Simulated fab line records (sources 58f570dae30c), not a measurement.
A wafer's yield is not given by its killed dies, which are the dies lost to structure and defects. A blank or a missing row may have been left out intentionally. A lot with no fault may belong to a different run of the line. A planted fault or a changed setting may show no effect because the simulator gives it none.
A sampling plan put to the test + flow berkeley_cmos170 + one line in one fab, 26 faults in these records, each fault weighed on the records of the lots it struck
The plan is the line's own looks: the steps of the route at which a gauge or an inspection reads the wafer and doesn't change it. Where struck wafers have a number at a look and the file lists that look's usual mean and standard deviation on fault-free wafers, the look can be judged. Caught: the struck wafers' mean, at a look after the fault's first step, is 4 or more of those standard deviations (sigma) away from the usual mean. On the tool: the fault's steps, tested the same way using the tool's own readings. If the struck wafers alone have a blank record, or they carry another recipe, that too counts as caught.

THE FAULTS, as the simulator had put them in
1. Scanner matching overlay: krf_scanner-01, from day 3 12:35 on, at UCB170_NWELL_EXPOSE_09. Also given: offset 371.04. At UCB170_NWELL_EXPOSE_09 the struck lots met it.
2. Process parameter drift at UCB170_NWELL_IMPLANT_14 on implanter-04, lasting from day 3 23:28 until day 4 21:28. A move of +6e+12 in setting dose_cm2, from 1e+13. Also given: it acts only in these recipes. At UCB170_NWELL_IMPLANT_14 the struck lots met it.
3. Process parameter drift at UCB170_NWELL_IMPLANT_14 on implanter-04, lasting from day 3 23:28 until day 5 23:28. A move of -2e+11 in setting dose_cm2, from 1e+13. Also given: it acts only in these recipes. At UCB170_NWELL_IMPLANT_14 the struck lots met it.
4. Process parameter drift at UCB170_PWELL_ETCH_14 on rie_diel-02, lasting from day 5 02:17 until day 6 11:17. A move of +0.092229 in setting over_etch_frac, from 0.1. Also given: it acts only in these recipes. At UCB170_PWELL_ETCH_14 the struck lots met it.
5. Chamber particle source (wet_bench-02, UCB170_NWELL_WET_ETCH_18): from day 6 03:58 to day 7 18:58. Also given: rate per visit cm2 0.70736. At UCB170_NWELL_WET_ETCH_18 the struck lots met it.
6. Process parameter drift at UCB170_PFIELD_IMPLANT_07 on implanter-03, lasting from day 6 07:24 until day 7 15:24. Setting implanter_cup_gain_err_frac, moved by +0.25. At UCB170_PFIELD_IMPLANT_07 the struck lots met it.
7. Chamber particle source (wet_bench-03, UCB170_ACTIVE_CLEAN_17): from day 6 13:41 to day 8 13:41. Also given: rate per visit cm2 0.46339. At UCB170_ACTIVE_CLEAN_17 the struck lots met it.
8. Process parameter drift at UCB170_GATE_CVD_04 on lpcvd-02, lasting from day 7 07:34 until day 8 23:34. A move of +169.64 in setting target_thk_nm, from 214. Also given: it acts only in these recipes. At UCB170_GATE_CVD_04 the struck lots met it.
9. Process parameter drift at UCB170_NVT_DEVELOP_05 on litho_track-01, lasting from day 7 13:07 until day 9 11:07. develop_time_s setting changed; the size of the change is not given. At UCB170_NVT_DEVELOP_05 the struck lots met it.
10. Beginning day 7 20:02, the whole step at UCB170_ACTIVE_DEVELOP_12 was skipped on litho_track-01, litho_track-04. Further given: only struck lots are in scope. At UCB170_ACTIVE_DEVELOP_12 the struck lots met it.
11. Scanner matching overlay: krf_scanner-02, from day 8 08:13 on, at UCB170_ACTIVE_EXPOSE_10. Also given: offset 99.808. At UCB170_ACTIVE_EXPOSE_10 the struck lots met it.
12. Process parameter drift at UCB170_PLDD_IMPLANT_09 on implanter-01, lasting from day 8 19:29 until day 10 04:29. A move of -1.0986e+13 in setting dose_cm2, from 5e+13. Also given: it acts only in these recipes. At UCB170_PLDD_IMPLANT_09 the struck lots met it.
13. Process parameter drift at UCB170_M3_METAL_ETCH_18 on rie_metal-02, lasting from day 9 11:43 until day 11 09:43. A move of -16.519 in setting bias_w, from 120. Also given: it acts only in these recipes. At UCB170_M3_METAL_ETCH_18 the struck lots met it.
14. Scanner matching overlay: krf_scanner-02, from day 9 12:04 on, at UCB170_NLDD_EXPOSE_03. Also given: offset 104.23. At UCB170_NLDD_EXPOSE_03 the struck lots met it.
15. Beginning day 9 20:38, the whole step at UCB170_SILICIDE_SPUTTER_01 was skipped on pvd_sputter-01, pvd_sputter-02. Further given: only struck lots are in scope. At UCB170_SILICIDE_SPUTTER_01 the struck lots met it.
16. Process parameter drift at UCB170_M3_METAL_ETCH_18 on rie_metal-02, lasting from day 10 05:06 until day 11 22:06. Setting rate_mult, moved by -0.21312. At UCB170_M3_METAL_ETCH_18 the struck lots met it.
17. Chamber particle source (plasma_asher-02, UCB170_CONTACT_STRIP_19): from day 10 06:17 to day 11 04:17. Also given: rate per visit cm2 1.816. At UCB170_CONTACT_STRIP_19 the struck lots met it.
18. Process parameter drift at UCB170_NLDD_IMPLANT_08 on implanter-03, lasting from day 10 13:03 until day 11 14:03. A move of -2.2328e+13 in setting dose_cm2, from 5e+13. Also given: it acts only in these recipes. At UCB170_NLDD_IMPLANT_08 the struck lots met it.
19. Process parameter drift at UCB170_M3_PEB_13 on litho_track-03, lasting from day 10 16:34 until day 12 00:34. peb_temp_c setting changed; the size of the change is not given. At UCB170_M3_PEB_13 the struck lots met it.
20. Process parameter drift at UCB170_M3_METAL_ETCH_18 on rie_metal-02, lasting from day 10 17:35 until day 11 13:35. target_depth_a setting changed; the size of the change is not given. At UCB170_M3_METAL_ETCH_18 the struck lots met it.
21. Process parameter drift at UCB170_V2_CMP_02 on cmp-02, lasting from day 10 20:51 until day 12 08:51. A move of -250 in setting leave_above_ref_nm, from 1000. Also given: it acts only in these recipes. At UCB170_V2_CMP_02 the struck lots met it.
22. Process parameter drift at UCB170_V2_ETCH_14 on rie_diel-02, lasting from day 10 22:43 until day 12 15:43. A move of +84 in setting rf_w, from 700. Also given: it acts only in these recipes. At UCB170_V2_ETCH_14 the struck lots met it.
23. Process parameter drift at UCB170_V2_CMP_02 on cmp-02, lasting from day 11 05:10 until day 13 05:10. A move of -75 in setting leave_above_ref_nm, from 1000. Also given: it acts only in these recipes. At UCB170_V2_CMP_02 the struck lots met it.
24. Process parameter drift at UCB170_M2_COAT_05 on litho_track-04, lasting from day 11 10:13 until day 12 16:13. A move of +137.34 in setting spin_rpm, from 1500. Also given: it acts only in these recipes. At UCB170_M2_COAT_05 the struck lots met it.
25. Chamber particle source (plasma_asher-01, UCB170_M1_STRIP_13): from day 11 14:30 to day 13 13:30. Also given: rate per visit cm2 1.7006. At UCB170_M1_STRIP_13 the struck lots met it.
26. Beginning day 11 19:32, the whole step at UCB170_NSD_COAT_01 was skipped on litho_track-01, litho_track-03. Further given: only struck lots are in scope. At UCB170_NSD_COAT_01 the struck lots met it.

WHAT THE PLAN SAW
| fault | on the tool itself                               | first look that catches it                      | reading, sigma                                 | median hours from its first step to that look | hours from the fault's start to the first struck lot there | judged looks passed uncaught |
|-------|--------------------------------------------------|-------------------------------------------------|------------------------------------------------|-----------------------------------------------|------------------------------------------------------------|------------------------------|
| 1     | no reading that can be judged                    | UCB170_NWELL_OVL_MEAS_12                        | NWELL_OVL +66                                  | 0.4                                           | 5                                                          | 0                            |
| 2     | dose_ions_cm2 +99 or beyond sigma                | UCB170_NWELL_TW_MEAS_16                         | NWELL_TW +18                                   | 0.2                                           | 6                                                          | 0                            |
| 3     | dose_ions_cm2 -18 sigma                          | no look after it can be judged                  | -                                              | -                                             | -                                                          | 0                            |
| 4     | only faintly: oes_product_au -2.7 sigma          | none of the 2 looks that can be judged after it | -                                              | -                                             | -                                                          | 2                            |
| 5     | under 2 sigma                                    | none of the 3 looks that can be judged after it | -                                              | -                                             | -                                                          | 3                            |
| 6     | faraday_current_uA +12 sigma                     | UCB170_PFIELD_TW_MEAS_09                        | PFIELD_TW -6.4                                 | 0.2                                           | 8                                                          | 0                            |
| 7     | no reading that can be judged                    | none of the 2 looks that can be judged after it | -                                              | -                                             | -                                                          | 2                            |
| 8     | no reading that can be judged                    | UCB170_GATE_THK_MEAS_05                         | GATE_POLY_THK +85                              | 1.4                                           | 9                                                          | 0                            |
| 9     | no reading that can be judged                    | UCB170_NVT_TW_MEAS_09                           | NVT_TW -99 or beyond                           | 1.0                                           | 1                                                          | 0                            |
| 10    | no reading that can be judged                    | no look after it can be judged                  | -                                              | -                                             | -                                                          | 0                            |
| 11    | under 2 sigma                                    | UCB170_ACTIVE_OVL_MEAS_14                       | ACTIVE_OVL +18                                 | 1.1                                           | 2                                                          | 1                            |
| 12    | dose_ions_cm2 -99 or beyond sigma                | UCB170_PLDD_TW_MEAS_11                          | PLDD_TW -5.1                                   | 0.2                                           | 12                                                         | 0                            |
| 13    | under 2 sigma                                    | no look after it can be judged                  | -                                              | -                                             | -                                                          | 0                            |
| 14    | no reading that can be judged                    | UCB170_NLDD_OVL_MEAS_07                         | NLDD_OVL +18                                   | 0.5                                           | 3                                                          | 0                            |
| 15    | the tool's record is blank for the struck wafers | no look after it can be judged                  | -                                              | -                                             | -                                                          | 0                            |
| 16    | under 2 sigma                                    | not the one look that can be judged after it    | -                                              | -                                             | -                                                          | 1                            |
| 17    | under 2 sigma                                    | none of the 3 looks that can be judged after it | -                                              | -                                             | -                                                          | 3                            |
| 18    | dose_ions_cm2 -99 or beyond sigma                | UCB170_NLDD_TW_MEAS_11                          | NLDD_TW -11                                    | 0.4                                           | 4                                                          | 0                            |
| 19    | heater_power_total_W -8.1 sigma                  | none of the 2 looks that can be judged after it | strongest: cd_nm at UCB170_M3_CD_MEAS_15, +2.0 | -                                             | -                                                          | 2                            |
| 20    | oes_product_au +9.6 sigma                        | UCB170_M3_CD_MEAS_90                            | cd_nm +5.7                                     | 0.3                                           | 1                                                          | 0                            |
| 21    | under 2 sigma                                    | UCB170_V2_THK_MEAS_04                           | V2_POLISHED_THK -99 or beyond                  | 0.4                                           | 2                                                          | 0                            |
| 22    | rf_fwd_power_W +40 sigma                         | no look after it can be judged                  | -                                              | -                                             | -                                                          | 0                            |
| 23    | under 2 sigma                                    | UCB170_V2_THK_MEAS_04                           | V2_POLISHED_THK -63                            | 0.4                                           | 8                                                          | 0                            |
| 24    | spin_speed_rpm +99 or beyond sigma               | no look after it can be judged                  | -                                              | -                                             | -                                                          | 0                            |
| 25    | under 2 sigma                                    | none of the 2 looks that can be judged after it | -                                              | -                                             | -                                                          | 2                            |
| 26    | the tool's record is blank for the struck wafers | none of the 2 looks that can be judged after it | -                                              | -                                             | -                                                          | 2                            |
Dash: fault not caught, or number not given in these records.

Caught at a look: 12 of 26. Caught on the tool: 11 of 26. By one or the other: 18 of 26.
Caught on the tool alone: faults 3, 15, 19, 22, 24, 26.
Caught at a look alone: faults 1, 8, 9, 11, 14, 21, 23.
Caught by neither: faults 4, 5, 7, 10, 13, 16, 17, 25.

THINNER SAMPLING
If the look that catches a fault measured only every second or every third lot, by lot number, the first struck lot would be measured this late in the worst case:
| fault | struck lots at that look, in order of time | every lot | every second lot | every third lot |
|-------|--------------------------------------------|-----------|------------------|-----------------|
| 1     | L231, L235, L236, L239                     | 5 h       | 28 h             | 28 h            |
| 2     | L655, L657                                 | 6 h       | may miss all 2   | may miss all 2  |
| 6     | L803, L804                                 | 8 h       | 17 h             | may miss all 2  |
| 8     | L324, L325                                 | 9 h       | 9 h              | may miss all 2  |
| 9     | L344, L350                                 | 1 h       | may miss all 2   | may miss all 2  |
| 11    | L132, L133                                 | 2 h       | 19 h             | may miss all 2  |
| 12    | L516, L515                                 | 12 h      | 13 h             | may miss all 2  |
| 14    | L144, L143                                 | 3 h       | 4 h              | may miss all 2  |
| 18    | L574, L577                                 | 4 h       | 13 h             | may miss all 2  |
| 20    | L642, L647                                 | 1 h       | 11 h             | may miss all 2  |
| 21    | L593, L596, L599                           | 2 h       | 16 h             | may miss all 3  |
| 23    | L201, L204                                 | 8 h       | 27 h             | may miss all 2  |
Hours are from the fault's start to the first struck lot that is measured. 4 sigma limit: tested on the pooled struck wafers, so a lone lot may be under it. Other struck lots may not be in these records.

THE LONGEST TIMED WAY FROM STEP TO LOOK
Fault 8: a median of 1.4 hours passes between UCB170_GATE_CVD_04 and UCB170_GATE_THK_MEAS_05. No look between them can be judged.
